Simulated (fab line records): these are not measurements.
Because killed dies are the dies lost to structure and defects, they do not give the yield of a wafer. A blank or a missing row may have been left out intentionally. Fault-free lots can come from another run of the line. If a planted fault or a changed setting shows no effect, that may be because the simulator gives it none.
Which tool did it?    flow berkeley-cmos170    21 wafers from 7 lots sampled at 3 of the route's 331 steps

== WHAT THE GAUGES READ, wafer by wafer ==
UCB170_SILICIDE_RS_MEAS_02: the measuring method here is four-point-probe.
lot   measured      on             SILICIDE_TI_RS (ohm/sq)
L163  day 8 02:33   film-metro-03  25.95 26.04 25.77
L165  day 8 21:51   film-metro-02  25.92 26.13 26.58
L167  day 9 19:01   film-metro-02  26.77 26.36 26.79
L171  day 10 02:50  film-metro-03  26.31 26.42 26.35
L174  day 11 14:10  film-metro-02  26.09 26.24 19.81
L180  day 12 17:55  film-metro-04  25.81 26.05 25.90
L183  day 13 02:37  film-metro-03  25.96 25.95 25.78

== WHAT TOOL EACH LOT RAN ON (gives the tool, then ch and the chambers of the sampled wafers, and finally the start) ==
lot   UCB170_SPACER_CVD_00             UCB170_SILICIDE_SPUTTER_01
L163  pecvd-03 ch 1,2, day 7 14:58     pvd-sputter-02, day 8 02:29
L165  pecvd-03 ch 0,1,2, day 8 09:14   pvd-sputter-03, day 8 21:46
L167  pecvd-02 ch 0,1,2, day 9 05:37   pvd-sputter-03, day 9 18:56
L171  pecvd-02 ch 1,2, day 9 11:58     pvd-sputter-03, day 10 02:48
L174  pecvd-04 ch 0,1,2, day 11 02:08  pvd-sputter-02, day 11 14:08
L180  pecvd-03 ch 0,1,2, day 12 05:27  pvd-sputter-03, day 12 17:52
L183  pecvd-03 ch 0,1,2, day 12 15:13  pvd-sputter-03, day 13 02:35
- UCB170_SPACER_CVD_00: deposits SiO2 from TEOS/O2, target thk 376 nm, time 47 s.
- UCB170_SILICIDE_SPUTTER_01: material Ti, target thk 30 nm, time 25 s.

== THE ANSWER, worked out from the rows above alone ==
Rule: usual is defined by the lots themselves. The widest of any qualifying gaps counts: lots, ordered by their means at a reading, are off when they make up no more than a third of the lots, leave a main group of 4 or more, and stand apart from it by 3 or more times the standard deviation of that group's means. A main group is skipped when, at the precision printed for the reading in the tables above, its means are all equal. A lot without any number at a reading at which 4 lots or more have one is off too. Where the step has rows for the other lots, those lots are counted as sound.
Off: at UCB170_SILICIDE_RS_MEAS_02 (SILICIDE_TI_RS), L174. Mean 26.16 ohm/sq and standard deviation 0.28 in the main group.
A tool fits if, at a process step before that reading, it ran every lot that is off, and no sound lot after the first of them. Gauges at UCB170_SILICIDE_RS_MEAS_02: tried the same way as those tools. Can't be told from this: 3 tools fit, pecvd-04 at UCB170_SPACER_CVD_00, pvd-sputter-02 at UCB170_SILICIDE_SPUTTER_01, film-metro-02 at UCB170_SILICIDE_RS_MEAS_02.

== WHAT THE SIMULATOR PUT IN ==
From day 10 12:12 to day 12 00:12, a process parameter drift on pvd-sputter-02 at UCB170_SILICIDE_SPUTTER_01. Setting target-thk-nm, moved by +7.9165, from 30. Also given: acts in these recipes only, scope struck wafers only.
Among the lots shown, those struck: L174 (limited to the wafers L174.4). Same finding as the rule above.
